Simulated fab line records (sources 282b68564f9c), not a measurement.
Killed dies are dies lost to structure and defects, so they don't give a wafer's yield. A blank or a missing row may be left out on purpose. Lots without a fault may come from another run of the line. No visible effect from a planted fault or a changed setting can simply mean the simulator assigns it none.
fab line records    flow rit-cmos
record: lots: 14  wafers: 42  last-day: 7
route steps=202 shown GATE@88 SDANNEAL@156 NSD@158 SILICIDE@167 M1@202
lots with no fault: from the same line, run without faults
start-h: hours from the record's opening day to when the first of the lot's shown wafers began    wait-h: hours since the lot's step before    " unchanged from the row above    L1.1+2: a single row standing in for several wafers    - no value, or no start was given    * or withheld: withheld    < > ~ a bound
route shown NAME@n: a module of which the file shows steps, and the number in the route of the first    usual: average and standard deviation across the fault-free wafers    same: alike in all rows    chamber/n: place in a boat    sites: the reading at each site    _std_site: standard deviation across them    _edge_site: the outer-site mean with the inner-site mean subtracted    radius-mm: for every site, how far away it sits from the centre of the wafer    mask NAME#n: copy n    behind: the tool/chamber that last shaped the wafer    hold: the reason the lot was held/the length of the hold in hours/how it ended    device: the n, p or np transistor that did not switch    end of line: the same wafers' tests at the end of the route    for a step that has no rows: nothing shown but its recipe    killed: the dies lost at the first sort to structure and to defects; this is not the yield of the wafer    map: a wafer's dies, marking killed ones x, the rest . and places with no die _
set.NAME: the setting that was run; set.NAME@STEP: the one run at that earlier step    model.NAME: the simulator's own value behind a step, which no gauge read
the route's steps for a sample of lots (tables are steps, rows are wafers)
services: the hour from which a tool's chamber was out of use, counted from the record's first day as start-h (under 0 if before that day), plus the number of hours and why
== steps ==
step: RIT_GATE_SOFTBAKE_12
recipe: resist: NOVOLAK  temp-c: 90  time-s: 60
usual: heater-power-total-W: 34.55/0.046  plate-temp-C: 89.99/0.12
lot.wafer  tool            chamber  start-h  wait-h  heater-power-total-W  plate-temp-C
L717.1     litho-track-03  0        49.82    0.1     34.53                 89.96
L717.2     "               0        "        "       34.59                 89.94
L717.4     "               0        "        "       34.52                 89.97
L718.2     litho-track-02  0        53.15    0.1     34.65                 89.99
L718.3     "               0        "        "       34.62                 89.94
L718.6     "               0        "        "       34.56                 90.17
L719.2     litho-track-03  0        60.36    0.1     34.47                 90.18
L719.3     "               0        "        "       34.61                 89.96
L719.5     "               0        "        "       34.53                 90.09
L720.1     litho-track-02  0        61.90    0.1     34.53                 90.00
L720.3     "               0        "        "       34.47                 90.04
L720.6     "               0        "        "       34.57                 89.93
L721.3     litho-track-03  0        66.78    0.1     34.56                 89.86
L721.4     "               0        "        "       34.47                 89.90
L721.5     "               0        "        "       34.53                 89.83
L722.1     litho-track-02  0        75.88    0.1     34.53                 90.05
L722.3     "               0        "        "       34.47                 89.93
L722.6     "               0        "        "       34.54                 89.97
L724.2     litho-track-02  0        78.43    0.1     34.59                 89.85
L724.4     "               0        "        "       34.53                 90.05
L724.5     "               0        "        "       34.58                 89.98
L725.1     litho-track-04  0        89.71    0.1     34.58                 90.04
L725.3     "               0        "        "       34.62                 90.11
L725.6     "               0        "        "       34.60                 90.11
L727.1     litho-track-04  0        97.14    0.1     34.59                 90.12
L727.3     "               0        "        "       34.64                 90.07
L727.4     "               0        "        "       34.58                 90.21
L729.1     litho-track-04  0        104.09   0.1     34.53                 90.18
L729.4     "               0        "        "       34.60                 90.02
L729.5     "               0        "        "       34.53                 90.21
L734.2     litho-track-02  0        135.70   0.1     34.17                 89.44
L734.5     "               0        "        "       34.25                 89.33
L734.6     "               0        "        "       34.19                 89.17
L735.2     litho-track-02  0        137.30   0.1     34.12                 89.24
L735.3     "               0        "        "       34.17                 88.96
L735.4     "               0        "        "       34.23                 89.12
L736.1     litho-track-03  0        140.63   0.1     34.55                 90.08
L736.5     "               0        "        "       34.61                 89.89
L736.6     "               0        "        "       34.59                 89.87
L738.2     litho-track-04  0        151.10   0.1     34.55                 90.26
L738.4     "               0        "        "       34.48                 90.16
L738.6     "               0        "        "       34.60                 89.90
step: RIT_SDANNEAL_RTA_03
recipe: temp-c: 1050  time-s: 5  idle-temp-c: 600  ramp-up-c-per-s: 342  ramp-down-c-per-s: 171  cool-to-c: 600  ambient: N2
usual: anneal-temp-c-max: 1055.0/1.5  ramp-up-c-per-s: 341.99/0.063  wafer_temp_C_max: 1053.5/1.2
lot.wafer  tool           chamber  start-h  wait-h  anneal-temp-c-max  ramp-up-c-per-s  wafer_temp_C_max
L717.1     rtp-anneal-02  0        63.23    0.0     1052.8             342.00           1053.0
L717.2     "              0        "        "       1055.9             341.93           1052.8
L717.4     "              0        "        "       1053.6             342.00           1052.5
L718.2     rtp-anneal-02  0        66.85    0.0     1053.2             342.04           1052.6
L718.3     "              0        "        "       1053.6             342.10           1054.0
L718.6     "              0        "        "       1052.1             342.00           1054.4
L719.2     rtp-anneal-02  0        73.98    0.0     1054.3             342.07           1053.1
L719.3     "              0        "        "       1053.8             341.96           1053.2
L719.5     "              0        "        "       1052.5             342.03           1053.0
L720.1     rtp-anneal-01  0        78.08    0.0     1056.6             342.01           1053.5
L720.3     "              0        "        "       1057.6             341.93           1054.4
L720.6     "              0        "        "       1055.9             342.04           1052.8
L721.3     rtp-anneal-02  0        82.01    0.0     1054.8             341.89           1051.6
L721.4     "              0        "        "       1053.9             342.01           1053.1
L721.5     "              0        "        "       1054.1             341.88           1054.7
L722.1     rtp-anneal-02  0        91.53    0.0     1052.1             341.94           1052.6
L722.3     "              0        "        "       1055.2             342.00           1053.3
L722.6     "              0        "        "       1052.4             341.86           1054.6
L724.2     rtp-anneal-01  0        94.77    0.0     1056.8             341.94           1054.9
L724.4     "              0        "        "       1055.8             341.96           1052.5
L724.5     "              0        "        "       1058.2             342.11           1055.8
L725.1     rtp-anneal-02  0        107.56   0.0     1054.3             341.98           1053.3
L725.3     "              0        "        "       1054.9             341.92           1054.4
L725.6     "              0        "        "       1053.0             341.94           1054.4
L727.1     rtp-anneal-02  0        111.56   0.0     1054.1             342.05           1051.9
L727.3     "              0        "        "       1055.1             341.95           1053.7
L727.4     "              0        "        "       1054.8             342.04           1053.0
L729.1     rtp-anneal-02  0        119.40   0.0     1053.5             341.93           1054.5
L729.4     "              0        "        "       1053.9             341.97           1051.4
L729.5     "              0        "        "       1055.4             342.05           1054.1
L734.2     rtp-anneal-01  0        150.18   0.0     1057.4             342.06           1053.8
L734.5     "              0        "        "       1057.3             342.17           1052.4
L734.6     "              0        "        "       1055.7             341.91           1052.7
L735.2     rtp-anneal-02  0        152.56   0.0     1054.0             341.99           1055.7
L735.3     "              0        "        "       1054.3             342.05           1054.3
L735.4     "              0        "        "       1054.5             342.03           1052.5
L736.1     rtp-anneal-01  0        156.58   0.0     1055.7             341.91           1052.8
L736.5     "              0        "        "       1054.4             342.02           1053.4
L736.6     "              0        "        "       1056.0             342.07           1052.9
L738.2     rtp-anneal-01  0        164.87   0.0     1057.5             342.05           1052.8
L738.4     "              0        "        "       1057.2             342.01           1053.9
L738.6     "              0        "        "       1054.4             342.02           1052.0
step: RIT_SDANNEAL_RS_MEAS_05
recipe: thk-meas-gauge: four-point-probe
usual: NSD_RS: 84.3/0.33
lot.wafer  tool           chamber  start-h  wait-h  NSD_RS[ohm/sq]
L717.1     film-metro-03  -        63.40    0.1     84.0
L717.2     "              -        "        "       83.7
L717.4     "              -        "        "       83.8
L718.2     film-metro-03  -        67.04    0.1     84.3
L718.3     "              -        "        "       84.0
L718.6     "              -        "        "       83.9
L719.2     film-metro-03  -        74.16    0.1     83.4
L719.3     "              -        "        "       83.8
L719.5     "              -        "        "       83.8
L720.1     film-metro-01  -        78.26    0.1     84.7
L720.3     "              -        "        "       84.3
L720.6     "              -        "        "       84.8
L721.3     film-metro-03  -        82.21    0.1     84.4
L721.4     "              -        "        "       84.2
L721.5     "              -        "        "       84.4
L722.1     film-metro-01  -        91.71    0.1     84.6
L722.3     "              -        "        "       84.2
L722.6     "              -        "        "       84.3
L724.2     film-metro-03  -        94.95    0.1     84.3
L724.4     "              -        "        "       84.7
L724.5     "              -        "        "       84.3
L725.1     film-metro-02  -        107.74   0.1     84.3
L725.3     "              -        "        "       84.9
L725.6     "              -        "        "       84.7
L727.1     film-metro-02  -        111.74   0.1     84.3
L727.3     "              -        "        "       84.5
L727.4     "              -        "        "       84.5
L729.1     film-metro-02  -        119.61   0.1     84.4
L729.4     "              -        "        "       83.9
L729.5     "              -        "        "       84.3
L734.2     film-metro-03  -        150.37   0.1     84.1
L734.5     "              -        "        "       84.2
L734.6     "              -        "        "       84.0
L735.2     film-metro-01  -        152.75   0.1     84.7
L735.3     "              -        "        "       84.9
L735.4     "              -        "        "       84.6
L736.1     film-metro-01  -        156.76   0.1     84.2
L736.5     "              -        "        "       84.4
L736.6     "              -        "        "       84.5
L738.2     film-metro-02  -        165.10   0.1     84.6
L738.4     "              -        "        "       84.6
L738.6     "              -        "        "       84.6
step: RIT_SILICIDE_RTA_06
recipe: temp-c: 750  time-s: 10.37  idle-temp-c: 25  ramp-up-s: 5  ramp-down-s: 10  cool-to-c: 25  ambient: N2
usual: anneal-temp-c-max: 753.5/0.89  wafer_temp_C_max: 753.2/0.7
lot.wafer  tool           chamber  start-h  wait-h  anneal-temp-c-max  wafer_temp_C_max
L717.1     rtp-anneal-02  0        64.22    0.0     753.9              751.8
L717.2     "              0        "        "       753.3              752.9
L717.4     "              0        "        "       753.0              752.4
L718.2     rtp-anneal-02  0        67.85    0.0     751.9              754.1
L718.3     "              0        "        "       753.2              753.0
L718.6     "              0        "        "       753.7              752.7
L719.2     rtp-anneal-02  0        74.97    0.0     753.3              754.2
L719.3     "              0        "        "       753.2              752.3
L719.5     "              0        "        "       753.5              752.2
L720.1     rtp-anneal-01  0        79.07    0.0     754.6              753.3
L720.3     "              0        "        "       755.0              754.5
L720.6     "              0        "        "       755.6              754.8
L721.3     rtp-anneal-02  0        83.00    0.0     752.6              753.1
L721.4     "              0        "        "       753.4              751.4
L721.5     "              0        "        "       753.1              752.8
L722.1     rtp-anneal-02  0        92.52    0.0     753.0              752.2
L722.3     "              0        "        "       753.7              754.2
L722.6     "              0        "        "       753.7              753.1
L724.2     rtp-anneal-01  0        95.76    0.0     753.5              753.2
L724.4     "              0        "        "       752.7              752.8
L724.5     "              0        "        "       753.9              752.8
L725.1     rtp-anneal-01  0        108.56   0.0     755.2              753.0
L725.3     "              0        "        "       754.2              753.8
L725.6     "              0        "        "       755.1              753.7
L727.1     rtp-anneal-02  0        112.55   0.0     752.5              752.6
L727.3     "              0        "        "       753.1              752.7
L727.4     "              0        "        "       753.4              753.8
L729.1     rtp-anneal-02  0        120.42   0.0     752.2              753.8
L729.4     "              0        "        "       753.4              752.6
L729.5     "              0        "        "       752.2              752.3
L734.2     rtp-anneal-01  0        151.23   0.0     753.9              753.9
L734.5     "              0        "        "       756.6              753.3
L734.6     "              0        "        "       753.9              754.6
L735.2     rtp-anneal-02  0        153.55   0.0     752.6              752.4
L735.3     "              0        "        "       752.9              753.7
L735.4     "              0        "        "       753.5              752.9
L736.1     rtp-anneal-01  0        157.57   0.0     754.5              753.4
L736.5     "              0        "        "       754.4              752.7
L736.6     "              0        "        "       755.0              753.8
L738.2     rtp-anneal-01  0        165.92   0.0     753.7              754.5
L738.4     "              0        "        "       752.9              753.9
L738.6     "              0        "        "       753.8              752.0
step: RIT_M1_PROBE_99
usual: killed-at-contacts: 0.1/0.25  killed-at-front-end: 6.8/2.9  killed-dies: 6.9/2.9  killed-open: 3.3/1.9  killed-short: 3.6/1.9
same: gross-dies: 264  killed_at_M0_to_M3: 0  killed_at_M4_up: 0  killed-at-back-side: 0  killed-at-other: 0
lot.wafer  tool       chamber  start-h  wait-h  killed-at-contacts  killed-at-front-end  killed-dies  killed-open  killed-short
L717.1     prober-01  -        70.80    0.1     0                   10                   10           5            5
L717.2     prober-01  -        70.85    0.1     0                   4                    4            1            3
L717.4     prober-01  -        70.95    0.2     0                   5                    5            2            3
L719.2     prober-01  -        82.39    0.1     0                   11                   11           3            8
L719.3     prober-01  -        82.44    0.2     0                   7                    7            2            5
L719.5     prober-01  -        82.54    0.2     0                   8                    8            6            2
L720.1     prober-02  -        85.55    0.1     0                   6                    6            4            2
L720.3     prober-02  -        85.65    0.2     0                   3                    3            2            1
L720.6     prober-02  -        85.80    0.2     0                   2                    2            2            0
L727.1     prober-01  -        119.34   0.1     0                   7                    7            3            4
L727.3     prober-01  -        119.44   0.2     0                   5                    5            2            3
L727.4     prober-01  -        119.49   0.2     0                   3                    3            0            3
L729.1     prober-02  -        128.58   0.1     0                   14                   14           11           3
L729.4     prober-02  -        128.73   0.2     0                   8                    8            4            4
L729.5     prober-02  -        128.78   0.2     0                   6                    6            6            0
L734.2     prober-01  -        157.71   0.1     0                   6                    6            4            2
L734.5     prober-01  -        157.86   0.2     0                   5                    5            4            1
L734.6     prober-01  -        157.91   0.2     0                   5                    5            2            3
L735.2     prober-02  -        160.27   0.1     0                   8                    8            3            5
L735.3     prober-02  -        160.32   0.2     0                   5                    5            2            3
L735.4     prober-02  -        160.37   0.2     0                   4                    4            3            1
killed by level:class
L717.1 GATE:geometric-particle:open=3 GATE:geometric-particle:short=2 REOX:geometric-particle:open=2 FOX2:geometric-particle:short=1 SPACER:geometric-particle:short=1 SILICIDE:geometric-particle:short=1
L717.2 FOX1:geometric-particle:short=2 REOX:geometric-particle:open=1 SILICIDE:geometric-particle:short=1
L717.4 FOX2:geometric-particle:short=2 GATE:geometric-particle:open=1 REOX:geometric-particle:short=1 REOX:geometric-particle:open=1
L719.2 GATE:geometric-particle:short=4 SPACER:geometric-particle:short=2 FOX1:geometric-particle:open=1 GATE:geometric-particle:open=1 REOX:geometric-particle:open=1 REOX:geometric-particle:short=1 SILICIDE:geometric-particle:short=1
L719.3 REOX:geometric-particle:short=2 GATE:geometric-particle:short=1 FOX2:geometric-particle:open=1 SPACER:geometric-particle:open=1 SPACER:geometric-particle:short=1 SILICIDE:geometric-particle:short=1
L719.5 GATE:geometric-particle:open=5 GATE:geometric-particle:short=2 FOX1:geometric-particle:open=1
L720.1 GATE:geometric-particle:open=2 FOX1:geometric-particle:open=1 GATE:geometric-particle:short=1 REOX:geometric-particle:open=1 SILICIDE:geometric-particle:short=1
L720.3 FOX1:geometric-particle:open=2 SPACER:geometric-particle:short=1
L720.6 GATE:geometric-particle:open=1 SILICIDE:geometric-particle:open=1
L727.1 FOX1:geometric-particle:short=3 FOX1:geometric-particle:open=1 GATE:geometric-particle:open=1 SPACER:geometric-particle:open=1 SILICIDE:geometric-particle:short=1
L727.3 FOX1:geometric-particle:open=1 FOX2:geometric-particle:short=1 GATE:geometric-particle:short=1 SPACER:geometric-particle:open=1 SILICIDE:geometric-particle:short=1
L727.4 FOX2:geometric-particle:short=2 GATE:geometric-particle:short=1
L729.1 GATE:geometric-particle:open=6 SPACER:geometric-particle:open=3 GATE:geometric-particle:short=2 FOX1:geometric-particle:short=1 FOX1:geometric-particle:open=1 FOX2:geometric-particle:open=1
L729.4 GATE:geometric-particle:open=3 GATE:geometric-particle:short=3 FOX1:geometric-particle:short=1 SILICIDE:geometric-particle:open=1
L729.5 FOX1:geometric-particle:open=3 FOX2:geometric-particle:open=1 GATE:geometric-particle:open=1 SPACER:geometric-particle:open=1
L734.2 FOX2:geometric-particle:open=2 FOX1:geometric-particle:open=1 GATE:geometric-particle:open=1 GATE:geometric-particle:short=1 SPACER:geometric-particle:short=1
L734.5 GATE:geometric-particle:open=3 FOX1:geometric-particle:short=1 SPACER:geometric-particle:open=1
L734.6 FOX1:geometric-particle:short=2 FOX1:geometric-particle:open=2 FOX2:geometric-particle:short=1
L735.2 GATE:geometric-particle:short=4 GATE:geometric-particle:open=3 SPACER:geometric-particle:short=1
L735.3 GATE:geometric-particle:short=2 FOX1:geometric-particle:open=1 FOX2:geometric-particle:short=1 GATE:geometric-particle:open=1
L735.4 GATE:geometric-particle:open=3 GATE:geometric-particle:short=1
== services ==
tool           chamber  start-h  hours  kind
rtp-anneal-01  -        38.90    35.1   pm
rtp-anneal-01  -        79.63    5.0    pm
== key ==
first-sign: step: RIT_GATE_SOFTBAKE_12  reading: heater-power-total-W  direction: down  sigmas: 7.9  usual: 34.55  struck: 34.19
effect: step: RIT_GATE_SOFTBAKE_12  reading: plate-temp-C  direction: down  sigmas: 6.4  usual: *  struck: *
met-at RIT_GATE_SOFTBAKE_12
struck-lots L734,L735
tester-left-out L734,L735
not-acting-at RIT_SDANNEAL_RTA_03,RIT_SDANNEAL_RS_MEAS_05,RIT_SILICIDE_RTA_06
onset-between 78.43 135.70
fault: kind: process-parameter-drift  tool: litho-track-02  chamber: -  onset-h: 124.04  steps: RIT_GATE_SOFTBAKE_12  channel: temp-c  offset: *  shape: step  end-h: 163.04  acts-in: *  stated: *
tester-left-out: of these lots the tester's yield and bins aren't shown, on N5 and GAA mostly nor the transistor test; their killed dies are dies lost to structure and defects alone, not to doping, threshold or leakage, so they don't give the yield
